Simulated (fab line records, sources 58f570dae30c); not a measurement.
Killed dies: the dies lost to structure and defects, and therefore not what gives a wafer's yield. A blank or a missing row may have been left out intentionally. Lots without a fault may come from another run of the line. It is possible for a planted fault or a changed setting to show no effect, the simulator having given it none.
Which tool did it?    flow berkeley-cmos170    7 lots with 21 wafers sampled at 2 steps, on a route of 331 steps

## WHAT EACH GAUGE READ, for each wafer
UCB170_M2_RS_MEAS_02: the measuring method here is four-point-probe.
lot   measured      on             M2_AL_RS (ohm/sq)
L633  day 10 10:08  film-metro-01  0.0316 0.0324 0.0325
L631  day 10 10:31  film-metro-04  0.0318 0.0319 0.0325
L635  day 11 03:16  film-metro-03  0.0159 0.0160 0.0160
L642  day 12 23:14  film-metro-04  0.0154 0.0158 0.0159
L648  day 14 07:36  film-metro-03  0.0316 0.0324 0.0322
L649  day 14 19:16  film-metro-03  0.0328 0.0324 0.0325
L652  day 14 21:09  film-metro-03  0.0322 0.0315 0.0320

## WHICH TOOL RAN EACH LOT (tool, then ch and the chambers of the sampled wafers, then the start)
lot   UCB170_M2_SPUTTER_01
L633  pvd-sputter-04, day 10 10:04
L631  pvd-sputter-04, day 10 10:26
L635  pvd-sputter-03, day 11 02:53
L642  pvd-sputter-02, day 12 22:52
L648  pvd-sputter-03, day 14 07:31
L649  pvd-sputter-04, day 14 19:11
L652  pvd-sputter-02, day 14 21:04
- UCB170_M2_SPUTTER_01: material Al, target thk 900 nm, time 120 s.

## THE ANSWER, worked out from the rows above alone
Rule: the usual values come from the lots themselves. The widest of any qualifying gaps counts: lots, ordered by their means at a reading, are off when they make up no more than a third of the lots, leave a main group of 4 or more, and stand apart from it by 3 or more times the standard deviation of that group's means. The tables above print the reading to a certain number of digits; a main group whose means all agree to those digits is not used. A lot without any number at a reading at which 4 lots or more have one is off too. Any other lot the step has rows for is counted as sound.
Off: L635, L642, at UCB170_M2_RS_MEAS_02 (M2_AL_RS). Mean 0.0322 ohm/sq and standard deviation 0.00022 in the main group.
If a tool, at a process step before that reading, ran all the lots that are off and no sound lot after the first of them, it fits. Gauges at UCB170_M2_RS_MEAS_02: tried the same way as those tools. Of those tried, none fits.

## WHAT THE SIMULATOR HAD INSERTED
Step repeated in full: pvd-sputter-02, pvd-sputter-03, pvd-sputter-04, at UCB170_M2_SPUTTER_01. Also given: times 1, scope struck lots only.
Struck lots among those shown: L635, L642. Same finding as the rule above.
